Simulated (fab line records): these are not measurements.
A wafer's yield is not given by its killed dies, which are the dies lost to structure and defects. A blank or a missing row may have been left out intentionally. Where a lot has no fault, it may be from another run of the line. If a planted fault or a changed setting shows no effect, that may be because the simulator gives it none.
Struck lot and sound lot, side by side / flow rit_cmos / 11 out of 202 route steps
Sound: wafers L843.1, L843.3, L843.4. The struck wafers were L852.1, L852.5, L852.6. Last of all comes the cause.
Each step with rows lists, per side, the tool, then ch with its chambers, then its first start. Under that, the readings that differ: sound wafers / struck wafers / difference of the means / sigmas: that difference in standard deviations of wafers without a fault.
alike: same words and numbers on both sides, and readings whose means sit less than 2 such deviations apart. not compared: any withheld reading, any reading some wafer has no value for, any bound like >300 that may hide the same value, and any number with overlapping values for which the record gives no deviation.
Wherever a step has rows on one side only, a row that says differs or no value, or a row with sigmas, the two part there. Non-overlapping numbers with no deviation appear without sigmas and do not part them. Lack of a reading on every wafer of one side parts them only where that side has two or more wafers.

RIT_ACTIVE_BOW_MEAS_00:
  sound on film_metro-04 at day 2 06:00; struck on film_metro-04 at day 4 03:00
  alike: INCOMING_BOW
then, 1 step without rows for these wafers: RIT_ACTIVE_OXIDATION_01 (target thk 46.8 nm, ox time 3360 s).
RIT_ACTIVE_THK_MEAS_02:
  sound on film_metro-04 at day 2 08:03; struck on film_metro-02 at day 4 05:03
  alike: ACTIVE_OXIDE_THK
then, 1 step without rows for these wafers: RIT_ACTIVE_CVD_03 (deposits Si3N4 from SiH2Cl2/NH3, target thk 150 nm, time 1500 s).
RIT_ACTIVE_THK_MEAS_04:
  sound on film_metro-01 at day 2 09:32; struck on film_metro-01 at day 4 06:32
  alike: ACTIVE_NITRIDE_THK
then, 4 steps without rows for these wafers: RIT_ACTIVE_HMDS_05 (prime time 60 s); RIT_ACTIVE_COAT_06 (resist thk 1000 nm); RIT_ACTIVE_SOFTBAKE_07 (time 60 s); RIT_ACTIVE_EXPOSE_08 (exposes mask M1, target cd 1400 nm).
RIT_ACTIVE_PEB_09:
  struck on litho_track-04, day 4 07:17; sound on litho_track-01 ch 0, day 2 10:19
reading=exhaust_pa (Pa); sound=46.0 46.8 46.4; struck=- - -; difference=no value on the struck wafers; sigmas=
  not compared: chill_plate_temp_C
then, 1 step without rows for these wafers: RIT_ACTIVE_DEVELOP_10 (develop time 50 s).

## WHERE THEY PART
At RIT_ACTIVE_PEB_09 and nowhere else, as far as this record goes.

WHY: whatever the simulator had introduced
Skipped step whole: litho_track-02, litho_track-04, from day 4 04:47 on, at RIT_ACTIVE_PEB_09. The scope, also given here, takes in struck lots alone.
